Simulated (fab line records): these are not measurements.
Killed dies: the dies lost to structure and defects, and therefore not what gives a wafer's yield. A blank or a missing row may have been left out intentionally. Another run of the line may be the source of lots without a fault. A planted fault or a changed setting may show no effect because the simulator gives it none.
A struck lot beside a sound one | flow berkeleyCmos170 | 19 out of 331 route steps
Sound: wafers L926.2, L926.4, L926.5. Wafers L936.1, L936.5, L936.6 were the ones struck. The cause is given at the end.
At each step with rows: each side's tool, then ch and its chambers, then its first start. Under that, the readings that differ: sound wafers | struck wafers | difference of the means | sigmas: that difference in standard deviations of wafers without a fault.
alike: readings whose means differ by less than 2 such deviations, and words and numbers that are the same on both sides. not compared: withheld readings, readings that some wafer has no value for, bounds like >300 that may hide the same value, and numbers for which the record gives no deviation and whose values overlap.
The two part at a step that has a row with sigmas, a row that says differs or no value, or rows on one side only. Non-overlapping numbers with no deviation appear without sigmas and do not part them. Lack of a reading on every wafer of one side parts them only where that side has two or more wafers.

UCB170_M2_STRIP_19: strips in O2.
  sound on plasmaAsher-03 ch 0,1, day 7 14:04; struck on plasmaAsher-04 ch 0,1, day 10 03:47
reading             | sound             | struck            | difference | sigmas
oesProductAu (a.u.) | 0.538 0.497 0.509 | 0.543 0.561 0.561 | +0.040     | +2
  alike: drypumpMotorCurrentA, o2FlowSccm
  not compared: rfHoursCounterH
UCB170_M2_CD_MEAS_90 targets a cd of 700 nm.
  struck on cdSem-01, day 10 03:53; sound on cdSem-02, day 7 14:11
  alike: cdNm
UCB170_V2_CVD_00: deposits SiO2 from TEOS/O2, target thk 2000 nm, time 250 s.
  sound on pecvd-01 ch 0,1, day 7 14:17; struck on pecvd-01 ch 1,2, day 10 04:00
  alike: heaterPowerW
UCB170_V2_THK_MEAS_01:
  struck on filmMetro-02, day 10 04:09; sound on filmMetro-04, day 7 14:29
  alike: V2_TEOS_THK
UCB170_V2_CMP_02: polishes SiO2.
  sound on cmp-01 ch 0,2, day 7 14:35; struck on cmp-02 ch 0,2,3, day 10 04:22
  alike: motorCurrentA, slurryFilterDpKPa
UCB170_V2_BOW_MEAS_03:
  struck on filmMetro-04, day 10 04:31; sound on filmMetro-02, day 7 14:52
  alike: V2_BOW
UCB170_V2_THK_MEAS_04:
  struck on filmMetro-04, day 10 04:38; sound on filmMetro-02, day 7 14:58
  alike: V2_POLISHED_THK
then, 3 steps without rows for these wafers: UCB170_V2_CLEAN_05 (cleans in DIW); UCB170_V2_HMDS_06 (prime time 60 s); UCB170_V2_COAT_07 (resist thk 900 nm).
UCB170_V2_SOFTBAKE_08: time 61.37 s.
  sound on lithoTrack-04 ch 0, day 7 16:32; struck on lithoTrack-02 ch 0, day 10 05:25
  alike: exhaustPa, plateSensorTCentreC, plateSensorTEdgeC, softbakeTempC
then, 1 step without rows for these wafers: UCB170_V2_EXPOSE_09 (exposes mask VIA2, target cd 700 nm).
UCB170_V2_PEB_10:
  sound on lithoTrack-02 ch 0, day 7 16:56; struck on lithoTrack-01 ch 0, day 10 05:59
reading               | sound                | struck               | difference | sigmas
heaterPowerTotalW (W) | 56.80 56.80 56.92    | 64.76 64.76 64.92    | +7.97      | +99 or more
plateTempC (C)        | 129.98 130.23 129.98 | 144.14 144.07 143.94 | +13.99     | +99 or more
  alike: exhaustPa
then, 1 step without rows for these wafers: UCB170_V2_DEVELOP_11 (develop time 45 s).
UCB170_V2_CD_MEAS_12 targets a cd of 700 nm.
  struck on cdSem-02, day 10 06:16; sound on cdSem-02, day 7 17:12
reading   | sound             | struck            | difference | sigmas
cdNm (nm) | 699.0 698.9 698.6 | 753.7 756.6 755.0 | +56.3      | +47
UCB170_V2_OVL_MEAS_13:
  struck on overlay-02, day 10 06:23; sound on overlay-02, day 7 17:19
  alike: V2_OVL
UCB170_V2_ETCH_14: etches SiO2 in CHF3/CF4/Ar, stops on Al, target depth 1250 nm, time 291 s.
  sound on rieDiel-04 ch 0,1,2, day 7 17:20; struck on rieDiel-03 ch 0,2, day 10 06:25
reading            | sound             | struck            | difference | sigmas
model.V2.cdNm (nm) | 699.3 698.9 697.6 | 753.3 756.7 754.4 | +56.2      | 
  alike: drypumpMotorCurrentA, oesProductAu, throttleValvePct
  not compared: rfHoursCounterH
UCB170_V2_STRIP_15: strips in O2.
  sound on plasmaAsher-03 ch 1, day 7 17:31; struck on plasmaAsher-03 ch 0,1, day 10 06:35
  alike: drypumpMotorCurrentA, o2FlowSccm, oesProductAu, stripTimeToEndpointS
  not compared: rfHoursCounterH
UCB170_M3_PROBE_99:
  the record holds rows for the sound wafers here (prober-02, day 7 22:59) but none for the struck ones

== WHERE THEY PART ==
Last at UCB170_M3_PROBE_99 as far as this record goes, first at UCB170_M2_STRIP_19.

WHY: the cause the simulator had injected
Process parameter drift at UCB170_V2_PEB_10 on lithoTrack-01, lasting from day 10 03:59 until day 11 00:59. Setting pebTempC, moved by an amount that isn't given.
